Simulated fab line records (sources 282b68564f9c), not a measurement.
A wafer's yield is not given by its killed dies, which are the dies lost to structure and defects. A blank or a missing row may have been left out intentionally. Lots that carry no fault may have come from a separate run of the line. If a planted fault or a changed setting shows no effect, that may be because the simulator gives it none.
Which tool was responsible?    flow rit-cmos    42 wafers from 14 lots sampled at 2 of the route's 202 steps

## WHAT EACH GAUGE READ, for each wafer
RIT_ACTIVE_THK_MEAS_02. Usual: for ACTIVE_OXIDE_THK the level is 46.8 nm and the standard deviation is 0.78.
lot   measured     on             ACTIVE_OXIDE_THK (nm)  flag
L615  day 1 12:04  film-metro-01  45.8 45.9 46.6         
L616  day 1 17:04  film-metro-01  46.9 47.2 47.9         
L618  day 2 03:08  film-metro-04  47.5 48.0 47.1         
L619  day 2 09:48  film-metro-01  46.6 46.9 46.8         
L620  day 2 13:03  film-metro-04  45.9 45.7 45.8         
L621  day 2 18:03  film-metro-01  47.5 47.1 47.2         
L625  day 3 14:03  film-metro-01  47.4 47.3 47.7         
L628  day 4 05:04  film-metro-04  46.2 46.4 46.3         
L631  day 4 21:07  film-metro-04  46.2 46.4 46.6         
L632  day 5 01:15  film-metro-04  47.9 47.7 48.6         
L634  day 5 12:08  film-metro-02  47.4 47.8 48.4         
L635  day 5 16:55  film-metro-02  46.5 46.7 47.1         
L636  day 5 21:49  film-metro-04  46.4 46.6 46.6         
L638  day 6 12:20  film-metro-02  47.4 47.0 46.5         

RIT_M1_OVL_MEAS_10. Usual: for M1_OVL the level is -0.7 nm and the standard deviation is 1.4.
lot   measured     on          M1_OVL (nm)     flag
L615  day 3 07:27  overlay-01  1.0 0.8 0.7     
L616  day 3 13:16  overlay-01  1.6 0.5 1.1     
L618  day 3 21:58  overlay-02  -1.3 -2.1 -0.1  
L619  day 4 05:41  overlay-02  -0.8 1.0 -0.7   
L620  day 4 08:30  overlay-01  -5.6 -3.5 -2.8  
L621  day 4 13:25  overlay-01  -1.0 -1.2 -0.4  
L625  day 5 10:02  overlay-01  -2.6 -3.7 -1.9  
L628  day 6 03:29  overlay-02  -0.8 -0.6 -0.5  
L631  day 6 18:59  overlay-01  -0.1 -2.5 -0.5  
L632  day 6 22:57  overlay-01  -0.2 -3.1 -2.8  
L634  day 7 11:15  overlay-01  -1.5 -1.6 -1.4  
L635  day 7 16:28  overlay-02  0.9 1.1 -1.4    
L636  day 8 02:04  overlay-02  0.4 1.2 0.5     
L638  day 8 16:31  overlay-01  -1.7 1.1 -0.9   

## EACH LOT AND THE TOOL THAT RAN IT (in order: tool; ch and the chambers of the sampled wafers; start)
There is no process step in the record ahead of these readings.

## WHAT THE TOOLS THEMSELVES READ (means of the sampled wafers that have a number; where no wafer has one, the mark that the record gives instead)
The record holds no such reading with a usual standard deviation.

## THE ANSWER, worked out from the rows above alone
Rule: take the mean of a lot's wafers that have a number; if it is more than 3 standard deviations from the usual mean, the lot is off. A lot without any number at a reading at which 4 lots or more have one is off too. Any other lot the step has rows for is counted as sound. After the gauges, taken in route order, come the tools' own readings; for these a lot's mean is taken, as printed above. The first step at which some lot is off is used, and at that step the reading that is off furthest; a lot without a number counts as furthest.
No lot is off at any reading shown: from this, nothing can be told.

## WHAT HAD BEEN PUT IN BY THE SIMULATOR
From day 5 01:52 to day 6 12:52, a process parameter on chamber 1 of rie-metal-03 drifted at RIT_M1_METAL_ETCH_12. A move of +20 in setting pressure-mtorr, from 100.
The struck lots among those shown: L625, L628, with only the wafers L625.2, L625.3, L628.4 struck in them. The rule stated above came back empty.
